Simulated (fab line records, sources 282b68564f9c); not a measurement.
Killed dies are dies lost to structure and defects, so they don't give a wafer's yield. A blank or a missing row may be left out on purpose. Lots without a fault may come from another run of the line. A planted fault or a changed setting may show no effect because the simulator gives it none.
Which tool did it? | flow rit_cmos | 7 lots, 21 wafers sampled, at 2 steps of a route of 202

WHAT THE GAUGES READ, wafer by wafer
RIT_SILICIDE_RS_MEAS_02: measures by four-point-probe.
lot  | measured    | on            | SILICIDE_TI_RS (ohm/sq)
L385 | day 3 06:57 | film_metro-01 | 46.9 46.2 46.5
L387 | day 3 17:06 | film_metro-03 | 46.6 46.5 46.7
L389 | day 4 02:31 | film_metro-02 | 47.7 47.7 47.6
L396 | day 5 16:56 | film_metro-03 | 48.4 48.3 48.5
L399 | day 6 09:50 | film_metro-01 | 45.6 46.0 46.2
L403 | day 7 11:46 | film_metro-02 | 48.1 48.4 48.4
L407 | day 8 03:14 | film_metro-02 | 47.8 47.8 47.8

WHICH TOOL RAN EACH LOT (tool, then ch and the chambers of the sampled wafers, then the start)
lot  | RIT_SILICIDE_SPUTTER_01
L385 | pvd_sputter-01, day 3 06:47
L387 | pvd_sputter-01, day 3 16:57
L389 | pvd_sputter-02, day 4 02:22
L396 | pvd_sputter-02, day 5 16:46
L399 | pvd_sputter-01, day 6 09:41
L403 | pvd_sputter-03, day 7 11:37
L407 | pvd_sputter-02, day 8 03:03
- RIT_SILICIDE_SPUTTER_01: material Ti, target thk 30 nm, time 240 s.

THE ANSWER, worked out from the rows above alone
Rule: what is usual is taken from the lots themselves. Put in order of their means at a reading, lots are off if they are a third of the lots or fewer, leave a main group of 4 or more, and stand apart from it by a gap of 3 or more times the standard deviation of the main group's means; of several such gaps the widest counts. A main group whose means are all the same, to the digits that the tables above print for the reading, isn't used. A lot without any number at a reading at which 4 lots or more have one is off too. The other lots that the step has rows for count as sound.
No lot is off at any reading shown: from this, nothing can be told.

WHAT THE SIMULATOR HAD PUT IN
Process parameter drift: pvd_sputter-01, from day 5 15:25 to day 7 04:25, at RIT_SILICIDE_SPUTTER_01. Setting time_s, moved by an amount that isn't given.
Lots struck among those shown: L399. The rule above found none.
